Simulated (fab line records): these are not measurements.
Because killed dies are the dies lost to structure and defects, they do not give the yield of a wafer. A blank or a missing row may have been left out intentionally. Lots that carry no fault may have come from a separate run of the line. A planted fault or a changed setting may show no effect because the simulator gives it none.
fab line records | flow rit-cmos
record lots=5 | wafers=23
route steps=202 shown CONTACT@171 M1@190
start-h: hours from the record's first day to the start of the lot's first wafer shown | wait-h: time in hours since the lot's previous step | " the same as in the row above | L1.1+2: several wafers, shown together as one row | - no value, or no start given | * or withheld: withheld | < > ~ a bound
route shown NAME@n: a module of which the file shows steps, and the number in the route of the first | usual: the fault-free wafers' mean and standard deviation | same: alike in all rows | chamber/n: place in a boat | sites: each site's reading | _std_site: their standard deviation | _edge_site: outer sites' mean less inner sites' | radius-mm: for every site, how far away it sits from the centre of the wafer | mask NAME#n: copy n | behind: tool/chamber where the wafer was last shaped | hold: cause of the lot's hold/its duration in hours/its outcome | device: the n, p or np transistor that did not switch | end of line: the tests these same wafers got at the end of their route | a step with no rows: only its recipe | killed: count of dies lost to structure and defects at first sort (not the wafer's yield) | map: the dies of a wafer, with x for killed, . for not killed, _ for no die there
set.NAME: the setting the step ran with; set.NAME@STEP: the setting that earlier step ran with | model.NAME: the simulator's own value behind a step, which no gauge read
lots run with intentionally changed settings; tables by step, rows by wafer
## steps
# step RIT_CONTACT_COAT_03
# recipe resist=NOVOLAK | spin-rpm=3250 | resist-thk-nm=1000
lot.wafer | tool           | chamber | start-h | wait-h | set.resist-thk-nm | model.NOVOLAK_of_CONTACT_COAT_03.thk-nm
L078.2    | litho-track-01 | 0       | 79.05   | 0.1    | 967.8             | 968.9
L078.3    | "              | 0       | "       | "      | 967.8             | 967.2
L078.4    | "              | 0       | "       | "      | 967.8             | 969.6
L078.5    | "              | 0       | "       | "      | 1000              | 1002
L078.6    | "              | 0       | "       | "      | 1000              | 999.1
L079.2    | litho-track-03 | 0       | 84.64   | 0.1    | 1000              | 1003
L079.3    | "              | 0       | "       | "      | 1000              | 1001
L079.6    | "              | 0       | "       | "      | 1000              | 1002
L080.1    | litho-track-01 | 0       | 87.32   | 0.1    | 1000              | 1005
L080.2    | "              | 0       | "       | "      | 1030              | 1030
L080.4    | "              | 0       | "       | "      | 1030              | 1028
L080.5    | "              | 0       | "       | "      | 1000              | 1002
L080.6    | "              | 0       | "       | "      | 1030              | 1032
L083.1    | litho-track-01 | 0       | 100.57  | 0.1    | 1051              | 1049
L083.2    | "              | 0       | "       | "      | 1051              | 1051
L083.3    | "              | 0       | "       | "      | 1000              | 997.6
L083.4    | "              | 0       | "       | "      | 1000              | 998.3
L083.6    | "              | 0       | "       | "      | 1000              | 996.7
L084.2+3  | litho-track-01 | 0       | 107.73  | 0.1    | 1059              | 1056
L084.4    | "              | 0       | "       | "      | 1000              | 997.9
L084.5    | "              | 0       | "       | "      | 1059              | 1063
L084.6    | "              | 0       | "       | "      | 1000              | 1000
# step RIT_CONTACT_SOFTBAKE_04
# recipe resist=NOVOLAK | temp-c=90 | time-s=60
# step RIT_CONTACT_EXPOSE_05
# recipe mask-id=M11 | na=0.6 | source-shape=conventional | sigma-outer=0.5 | target-cd-nm=1000 | dose-mj=250
# step RIT_CONTACT_PEB_06
# recipe resist=NOVOLAK | temp-c=withheld | time-s=withheld
# step RIT_CONTACT_DEVELOP_07
# recipe resist=NOVOLAK | develop-time-s=120 | dev-temp-c=23
# step RIT_CONTACT_CD_MEAS_08
# recipe target-cd-nm=1000
# usual cd-nm=1000.0/2.1
lot.wafer | tool      | chamber | start-h | wait-h | set.resist-thk-nm@CONTACT_COAT_03 | cd-nm
L078.2    | cd-sem-01 | -       | 79.94   | -      | 967.8                             | 1001.5
L078.3    | "         | -       | "       | "      | 967.8                             | 1002.1
L078.4    | "         | -       | "       | "      | 967.8                             | 999.5
L078.5    | "         | -       | "       | "      | 1000                              | 997.2
L078.6    | "         | -       | "       | "      | 1000                              | 999.5
L079.2    | cd-sem-01 | -       | 85.58   | -      | 1000                              | 996.8
L079.3    | "         | -       | "       | "      | 1000                              | 998.3
L079.6    | "         | -       | "       | "      | 1000                              | 997.0
L080.1    | cd-sem-02 | -       | 88.26   | -      | 1000                              | 1000.2
L080.2    | "         | -       | "       | "      | 1030                              | 997.5
L080.4    | "         | -       | "       | "      | 1030                              | 997.7
L080.5    | "         | -       | "       | "      | 1000                              | 1000.2
L080.6    | "         | -       | "       | "      | 1030                              | 996.1
L083.1    | cd-sem-02 | -       | 101.51  | -      | 1051                              | 998.3
L083.2    | "         | -       | "       | "      | 1051                              | 999.0
L083.3    | "         | -       | "       | "      | 1000                              | 1003.5
L083.4    | "         | -       | "       | "      | 1000                              | 1002.6
L083.6    | "         | -       | "       | "      | 1000                              | 1003.4
L084.2    | cd-sem-02 | -       | 108.54  | -      | 1059                              | 993.5
L084.3    | "         | -       | "       | "      | 1059                              | 994.0
L084.4    | "         | -       | "       | "      | 1000                              | 998.9
L084.5    | "         | -       | "       | "      | 1059                              | 995.6
L084.6    | "         | -       | "       | "      | 1000                              | 1001.3
# step RIT_CONTACT_HARDBAKE_10
# recipe resist=NOVOLAK | temp-c=140 | time-s=60
lot.wafer | tool           | chamber | start-h | wait-h | set.resist-thk-nm@CONTACT_COAT_03 | model.NOVOLAK_of_CONTACT_COAT_03.thk-nm
L078.2    | litho-track-03 | 0       | 80.10   | 0.0    | 967.8                             | 856.1
L078.3    | "              | 0       | "       | "      | 967.8                             | 854.6
L078.4    | "              | 0       | "       | "      | 967.8                             | 856.7
L078.5    | "              | 0       | "       | "      | 1000                              | 884.7
L078.6    | "              | 0       | "       | "      | 1000                              | 882.6
L079.2    | litho-track-01 | 0       | 85.74   | 0.0    | 1000                              | 886.3
L079.3    | "              | 0       | "       | "      | 1000                              | 884.2
L079.6    | "              | 0       | "       | "      | 1000                              | 884.7
L080.1    | litho-track-02 | 0       | 88.41   | 0.0    | 1000                              | 887.5
L080.2    | "              | 0       | "       | "      | 1030                              | 909.5
L080.4    | "              | 0       | "       | "      | 1030                              | 908.2
L080.5    | "              | 0       | "       | "      | 1000                              | 884.7
L080.6    | "              | 0       | "       | "      | 1030                              | 911.1
L083.1    | litho-track-01 | 0       | 101.66  | 0.0    | 1051                              | 926.1
L083.2    | "              | 0       | "       | "      | 1051                              | 928.1
L083.3    | "              | 0       | "       | "      | 1000                              | 881.2
L083.4    | "              | 0       | "       | "      | 1000                              | 881.9
L083.6    | "              | 0       | "       | "      | 1000                              | 880.4
L084.2    | litho-track-01 | 0       | 108.70  | 0.0    | 1059                              | 932.2
L084.3    | "              | 0       | "       | "      | 1059                              | 932.1
L084.4    | "              | 0       | "       | "      | 1000                              | 881.5
L084.5    | "              | 0       | "       | "      | 1059                              | 938.1
L084.6    | "              | 0       | "       | "      | 1000                              | 883.5
# step RIT_CONTACT_ETCH_11
# recipe target-depth-a=4800 | over-etch-frac=0.2 | stop-on=TiSi2 | chemistry=CHF3/CF4/Ar | target=SiO2 | CHF3_flow_sccm=50 | cf4-flow-sccm=10 | Ar_flow_sccm=100 | O2_flow_sccm=5 | pressure-mtorr=100 | rf-w=200 | time-s=320
lot.wafer | tool        | chamber | start-h | wait-h | set.resist-thk-nm@CONTACT_COAT_03 | model.NOVOLAK_of_CONTACT_COAT_03.thk-nm
L078.2    | rie-diel-03 | 2       | 80.23   | 0.1    | 967.8                             | 739.3
L078.3    | "           | 0       | "       | "      | 967.8                             | 739.8
L078.4    | "           | 3       | "       | "      | 967.8                             | 742.7
L078.5    | "           | 0       | "       | "      | 1000                              | 769.5
L078.6    | "           | 2       | "       | "      | 1000                              | 765.5
L079.2    | rie-diel-01 | 0       | 85.87   | 0.1    | 1000                              | 763.8
L079.3    | "           | 2       | "       | "      | 1000                              | 771.3
L079.6    | "           | 1       | "       | "      | 1000                              | 768.8
L080.1    | rie-diel-03 | 3       | 88.56   | 0.1    | 1000                              | 772
L080.2    | "           | 0       | "       | "      | 1030                              | 791.1
L080.4    | "           | 3       | "       | "      | 1030                              | 792.7
L080.5    | "           | 0       | "       | "      | 1000                              | 767.1
L080.6    | "           | 2       | "       | "      | 1030                              | 793
L083.1    | rie-diel-01 | 2       | 101.81  | 0.1    | 1051                              | 813.7
L083.2    | "           | 0       | "       | "      | 1051                              | 806.6
L083.3    | "           | 1       | "       | "      | 1000                              | 765.4
L083.4    | "           | 0       | "       | "      | 1000                              | 759.6
L083.6    | "           | 1       | "       | "      | 1000                              | 765
L084.2    | rie-diel-02 | 0       | 108.82  | 0.1    | 1059                              | 811
L084.3    | "           | 1       | "       | "      | 1059                              | 816.5
L084.4    | "           | 3       | "       | "      | 1000                              | 765.5
L084.5    | "           | 1       | "       | "      | 1059                              | 822.7
L084.6    | "           | 0       | "       | "      | 1000                              | 762.1
# step RIT_CONTACT_STRIP_12
# recipe chemistry=O2 | time-s=180 | resist=NOVOLAK | platen-temp-c=withheld | power-w=500 | pressure-mtorr=4000 | o2-flow-sccm=4000
# step RIT_CONTACT_CD_MEAS_90
# recipe target-cd-nm=1000
# usual cd-nm=1000.0/2.2
lot.wafer | tool      | chamber | start-h | wait-h | set.resist-thk-nm@CONTACT_COAT_03 | cd-nm
L078.2    | cd-sem-01 | -       | 80.62   | 0.1    | 967.8                             | 1001.3
L078.3    | "         | -       | "       | "      | 967.8                             | 1002.6
L078.4    | "         | -       | "       | "      | 967.8                             | 998.8
L078.5    | "         | -       | "       | "      | 1000                              | 997.6
L078.6    | "         | -       | "       | "      | 1000                              | 999.2
L079.2    | cd-sem-02 | -       | 86.26   | 0.1    | 1000                              | 996.2
L079.3    | "         | -       | "       | "      | 1000                              | 998.3
L079.6    | "         | -       | "       | "      | 1000                              | 997.7
L080.1    | cd-sem-02 | -       | 88.93   | 0.1    | 1000                              | 1000.4
L080.2    | "         | -       | "       | "      | 1030                              | 998.1
L080.4    | "         | -       | "       | "      | 1030                              | 996.7
L080.5    | "         | -       | "       | "      | 1000                              | 1000.4
L080.6    | "         | -       | "       | "      | 1030                              | 996.1
L083.1    | cd-sem-01 | -       | 102.18  | 0.1    | 1051                              | 997.9
L083.2    | "         | -       | "       | "      | 1051                              | 998.6
L083.3    | "         | -       | "       | "      | 1000                              | 1003.4
L083.4    | "         | -       | "       | "      | 1000                              | 1002.4
L083.6    | "         | -       | "       | "      | 1000                              | 1003.4
L084.2    | cd-sem-01 | -       | 109.21  | 0.1    | 1059                              | 993.7
L084.3    | "         | -       | "       | "      | 1059                              | 993.7
L084.4    | "         | -       | "       | "      | 1000                              | 999.1
L084.5    | "         | -       | "       | "      | 1059                              | 995.6
L084.6    | "         | -       | "       | "      | 1000                              | 1001.3
# step RIT_M1_EXPOSE_06
# recipe mask-id=M12 | na=0.6 | source-shape=conventional | sigma-outer=0.5 | target-cd-nm=2600 | dose-mj=250
lot.wafer      | tool             | chamber | start-h | wait-h | mask  | set.dose-mj
L078.2+6       | iline-stepper-01 | 0       | 82.22   | 0.3    | M12#0 | 250
L078.3+4+5     | "                | 0       | "       | "      | M12#0 | 263.9
L079.2+3+6     | iline-stepper-01 | 0       | 87.67   | 0.1    | M12#0 | 250
L080.1+2+4+5+6 | iline-stepper-02 | 0       | 90.47   | 0.3    | M12#0 | 250
L083.1+2+6     | iline-stepper-01 | 0       | 103.59  | 0.1    | M12#0 | 242.1
L083.3+4       | "                | 0       | "       | "      | M12#0 | 250
L084.2+4+6     | iline-stepper-02 | 0       | 110.73  | 0.2    | M12#0 | 250
L084.3+5       | "                | 0       | "       | "      | M12#0 | 241.5
# step RIT_M1_PEB_07
# recipe resist=NOVOLAK | temp-c=withheld | time-s=withheld
# step RIT_M1_DEVELOP_08
# recipe resist=NOVOLAK | develop-time-s=68 | dev-temp-c=23
# step RIT_M1_CD_MEAS_09
# recipe target-cd-nm=2600
# usual cd-nm=2599.8/2.8
lot.wafer | tool      | chamber | start-h | wait-h | set.dose-mj@M1_EXPOSE_06 | cd-nm
L078.2    | cd-sem-01 | -       | 82.73   | -      | 250                      | 2597.8
L078.3    | "         | -       | "       | "      | 263.9                    | 2581.8
L078.4    | "         | -       | "       | "      | 263.9                    | 2582.3
L078.5    | "         | -       | "       | "      | 263.9                    | 2583.5
L078.6    | "         | -       | "       | "      | 250                      | 2598.4
L079.2    | cd-sem-02 | -       | 88.10   | -      | 250                      | 2601.9
L079.3    | "         | -       | "       | "      | 250                      | 2603.2
L079.6    | "         | -       | "       | "      | 250                      | 2601.6
L080.1    | cd-sem-01 | -       | 90.90   | -      | 250                      | 2601.3
L080.2    | "         | -       | "       | "      | 250                      | 2601.3
L080.4    | "         | -       | "       | "      | 250                      | 2598.4
L080.5    | "         | -       | "       | "      | 250                      | 2596.1
L080.6    | "         | -       | "       | "      | 250                      | 2599.8
L083.1    | cd-sem-01 | -       | 104.02  | -      | 242.1                    | 2604.4
L083.2    | "         | -       | "       | "      | 242.1                    | 2605.9
L083.3    | "         | -       | "       | "      | 250                      | 2594.7
L083.4    | "         | -       | "       | "      | 250                      | 2596.7
L083.6    | "         | -       | "       | "      | 242.1                    | 2602.7
L084.2    | cd-sem-02 | -       | 111.16  | -      | 250                      | 2603.2
L084.3    | "         | -       | "       | "      | 241.5                    | 2612.7
L084.4    | "         | -       | "       | "      | 250                      | 2603.6
L084.5    | "         | -       | "       | "      | 241.5                    | 2610.3
L084.6    | "         | -       | "       | "      | 250                      | 2602.6
# step RIT_M1_HARDBAKE_11
# recipe resist=NOVOLAK | temp-c=140 | time-s=120
# step RIT_M1_METAL_ETCH_12
# recipe stop-on=SiO2 | chemistry=Cl2/BCl3 | target=Al | time-s=165 | over-etch-frac=0.5 | pressure-mtorr=100 | target-depth-a=6000 | rf-w=250 | Cl2_flow_sccm=60 | bcl3-flow-sccm=50
lot.wafer  | tool         | chamber | start-h | wait-h | set.dose-mj@M1_EXPOSE_06 | model.M1.cd-nm
L078.2     | rie-metal-04 | 1       | 83.11   | 0.2    | 250                      | 2596
L078.3     | "            | 0       | "       | "      | 263.9                    | 2583
L078.4     | "            | 1       | "       | "      | 263.9                    | 2582
L078.5     | "            | 1       | "       | "      | 263.9                    | 2584
L078.6     | "            | 0       | "       | "      | 250                      | 2599
L079.2+3+6 | rie-metal-02 | 1,0,0   | 88.48   | 0.2    | 250                      | 2601
L080.1     | rie-metal-01 | 1       | 91.30   | 0.2    | 250                      | 2602
L080.2     | "            | 0       | "       | "      | 250                      | 2598
L080.4     | "            | 0       | "       | "      | 250                      | 2594
L080.5     | "            | 0       | "       | "      | 250                      | 2593
L080.6     | "            | 1       | "       | "      | 250                      | 2601
L083.1     | rie-metal-01 | 0       | 104.61  | 0.2    | 242.1                    | 2600
L083.2     | "            | 1       | "       | "      | 242.1                    | 2604
L083.3     | "            | 1       | "       | "      | 250                      | 2593
L083.4     | "            | 0       | "       | "      | 250                      | 2590
L083.6     | "            | 1       | "       | "      | 242.1                    | 2601
L084.2+4   | rie-metal-04 | 1       | 111.55  | 0.2    | 250                      | 2603
L084.3     | "            | 0       | "       | "      | 241.5                    | 2614
L084.5     | "            | 1       | "       | "      | 241.5                    | 2610
L084.6     | "            | 0       | "       | "      | 250                      | 2604
# step RIT_M1_STRIP_13
# recipe chemistry=nmp | resist=NOVOLAK | temp-c=80 | time-s=600 | dry=n2-spin
# step RIT_M1_STRIP_14
# recipe chemistry=O2 | time-s=180 | platen-temp-c=withheld | power-w=500 | pressure-mtorr=4000 | o2-flow-sccm=4000
# step RIT_M1_CD_MEAS_90
# recipe target-cd-nm=2600
# usual cd-nm=2599/4
lot.wafer | tool      | chamber | start-h | wait-h | set.dose-mj@M1_EXPOSE_06 | cd-nm
L078.2    | cd-sem-02 | -       | 83.66   | 0.1    | 250                      | 2597
L078.3    | "         | -       | "       | "      | 263.9                    | 2583
L078.4    | "         | -       | "       | "      | 263.9                    | 2582
L078.5    | "         | -       | "       | "      | 263.9                    | 2584
L078.6    | "         | -       | "       | "      | 250                      | 2600
L079.2    | cd-sem-02 | -       | 89.07   | 0.2    | 250                      | 2601
L079.3    | "         | -       | "       | "      | 250                      | 2602
L079.6    | "         | -       | "       | "      | 250                      | 2602
L080.1    | cd-sem-01 | -       | 91.87   | 0.1    | 250                      | 2602
L080.2    | "         | -       | "       | "      | 250                      | 2598
L080.4    | "         | -       | "       | "      | 250                      | 2594
L080.5    | "         | -       | "       | "      | 250                      | 2592
L080.6    | "         | -       | "       | "      | 250                      | 2601
L083.1    | cd-sem-02 | -       | 105.12  | 0.1    | 242.1                    | 2599
L083.2    | "         | -       | "       | "      | 242.1                    | 2604
L083.3    | "         | -       | "       | "      | 250                      | 2592
L083.4    | "         | -       | "       | "      | 250                      | 2590
L083.6    | "         | -       | "       | "      | 242.1                    | 2601
L084.2    | cd-sem-01 | -       | 112.08  | 0.1    | 250                      | 2603
L084.3    | "         | -       | "       | "      | 241.5                    | 2614
L084.4    | "         | -       | "       | "      | 250                      | 2603
L084.5    | "         | -       | "       | "      | 241.5                    | 2609
L084.6    | "         | -       | "       | "      | 250                      | 2603
## key
split step=RIT_CONTACT_COAT_03 | setting=resist-thk-nm | stated=1000 | by=wafer
response step=RIT_CONTACT_COAT_03 | reading=model.NOVOLAK_of_CONTACT_COAT_03.thk-nm | change=+9.96 | per=1% | r=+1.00
response step=RIT_CONTACT_CD_MEAS_08 | reading=cd-nm | change=-0.937 | per=1% | r=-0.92
response step=RIT_CONTACT_HARDBAKE_10 | reading=model.NOVOLAK_of_CONTACT_COAT_03.thk-nm | change=+8.71 | per=1% | r=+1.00
response step=RIT_CONTACT_ETCH_11 | reading=model.NOVOLAK_of_CONTACT_COAT_03.thk-nm | change=+8.8 | per=1% | r=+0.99
response step=RIT_CONTACT_CD_MEAS_90 | reading=cd-nm | change=-0.97 | per=1% | r=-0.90
split step=RIT_M1_EXPOSE_06 | setting=dose-mj | stated=250 | by=wafer
response step=RIT_M1_CD_MEAS_09 | reading=cd-nm | change=-2.71 | per=1% | r=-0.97
response step=RIT_M1_METAL_ETCH_12 | reading=model.M1.cd-nm | change=-2.74 | per=1% | r=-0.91
response step=RIT_M1_CD_MEAS_90 | reading=cd-nm | change=-2.77 | per=1% | r=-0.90
